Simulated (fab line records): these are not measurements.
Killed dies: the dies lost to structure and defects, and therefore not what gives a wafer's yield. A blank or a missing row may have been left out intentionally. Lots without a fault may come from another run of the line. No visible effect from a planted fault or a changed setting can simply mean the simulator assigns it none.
Check of tool commonality + flow berkeley_cmos170 + 14 lots, 42 wafers sampled

WHY THIS WAS OPENED
UCB170_PLDD_TW_MEAS_11, reading PLDD_TW: flagged on 2 of 14 lots. Wafers without a fault read 1021, standard deviation 8.1.
Rule: a lot is flagged when every wafer of it that has a number lies more than 4 standard deviations from that mean, or none has a number. The rest of the lots are taken to be sound.

| lot  | measured     | on            | PLDD_TW, wafer by wafer | flag    |
|------|--------------|---------------|-------------------------|---------|
| L926 | day 6 02:02  | film_metro-01 | 1021 1020 1013          |         |
| L927 | day 6 14:08  | film_metro-03 | 1029 1031 1035          |         |
| L933 | day 7 07:51  | film_metro-02 | 1012 1014 1008          |         |
| L930 | day 7 08:25  | film_metro-02 | 1013 1010 1013          |         |
| L932 | day 7 08:53  | film_metro-02 | 1013 1012 1014          |         |
| L929 | day 7 09:02  | film_metro-01 | 1022 1025 1028          |         |
| L935 | day 7 22:28  | film_metro-03 | 1035 1030 1034          |         |
| L937 | day 8 03:20  | film_metro-02 | 1013 1015 1011          |         |
| L938 | day 8 03:53  | film_metro-01 | 1017 1012 1014          |         |
| L941 | day 9 07:26  | film_metro-01 | 1073 1074 1080          | FLAGGED |
| L945 | day 9 19:41  | film_metro-01 | 1025 1024 1025          |         |
| L947 | day 10 09:51 | film_metro-01 | 1015 1017 1022          |         |
| L946 | day 10 10:07 | film_metro-01 | 1078 1072 1082          | FLAGGED |
| L948 | day 10 14:51 | film_metro-03 | 1032 1032 1032          |         |
On average the flagged lots' numbers are 1076, which is +56 against the usual, or +7 standard deviations.

LOT BY LOT: THE TOOL USED
The record holds 1 process step before the reading, out of a route of 331 steps. Each cell gives the tool, then ch followed by the chambers the sampled wafers passed through, then the start.
| lot  | flag    | UCB170_PLDD_IMPLANT_09          |
|------|---------|---------------------------------|
| L926 |         | implanter-01 ch 0, day 6 01:49  |
| L927 |         | implanter-03 ch 0, day 6 13:53  |
| L933 |         | implanter-01 ch 0, day 7 07:36  |
| L930 |         | implanter-01 ch 0, day 7 08:10  |
| L932 |         | implanter-03 ch 0, day 7 08:40  |
| L929 |         | implanter-04 ch 0, day 7 08:48  |
| L935 |         | implanter-03 ch 0, day 7 22:14  |
| L937 |         | implanter-04 ch 0, day 8 03:07  |
| L938 |         | implanter-03 ch 0, day 8 03:39  |
| L941 | FLAGGED | implanter-03 ch 0, day 9 07:11  |
| L945 |         | implanter-01 ch 0, day 9 19:29  |
| L947 |         | implanter-04 ch 0, day 10 09:38 |
| L946 | FLAGGED | implanter-03 ch 0, day 10 09:52 |
| L948 |         | implanter-01 ch 0, day 10 14:37 |
What is done by these steps:
- UCB170_PLDD_IMPLANT_09
- UCB170_PLDD_TW_MEAS_11

FLAGGED OVER TOTAL, TOOL BY TOOL (the gauges that took the reading come last)
| step                   | tool          | lots run | flagged | share of the flagged lots | sound lots run after its first flagged lot |
|------------------------|---------------|----------|---------|---------------------------|--------------------------------------------|
| UCB170_PLDD_IMPLANT_09 | implanter-01  | 5        | 0       | none                      | -                                          |
| UCB170_PLDD_IMPLANT_09 | implanter-03  | 6        | 2       | all                       | 0                                          |
| UCB170_PLDD_IMPLANT_09 | implanter-04  | 3        | 0       | none                      | -                                          |
| UCB170_PLDD_TW_MEAS_11 | film_metro-01 | 7        | 2       | all                       | 2 (L945,L947)                              |
| UCB170_PLDD_TW_MEAS_11 | film_metro-02 | 4        | 0       | none                      | -                                          |
| UCB170_PLDD_TW_MEAS_11 | film_metro-03 | 3        | 0       | none                      | -                                          |

THE TABLE: WHAT IT ALLOWS
Rows of the table that ran all the flagged lots, 2 in number: implanter-03 at UCB170_PLDD_IMPLANT_09; film_metro-01 at UCB170_PLDD_TW_MEAS_11.
- implanter-03 at UCB170_PLDD_IMPLANT_09: 2 of its 6 lots flagged. A fault beginning between L938 (day 8 03:39), its last sound lot, and L941 (day 9 07:11), its first flagged one, fits the data. Its own readings (beam_on_s, dose_ions_cm2) fall more than 4 standard deviations out on all wafers of the flagged lots.
- film_metro-01 at UCB170_PLDD_TW_MEAS_11: 2 of its 7 lots flagged. Lots that were sound ran on it after the first flagged one (L945, L947); a persistent fault on the entire tool would not allow that.
Just one tool remains: implanter-03 at UCB170_PLDD_IMPLANT_09.

WHAT THE SIMULATOR HAD INSERTED
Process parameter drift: implanter-03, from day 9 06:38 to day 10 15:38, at UCB170_PLDD_IMPLANT_09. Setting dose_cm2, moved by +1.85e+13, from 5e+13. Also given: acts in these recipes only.
Shown lots that were struck: L941, L946. The rule given above showed the same thing.
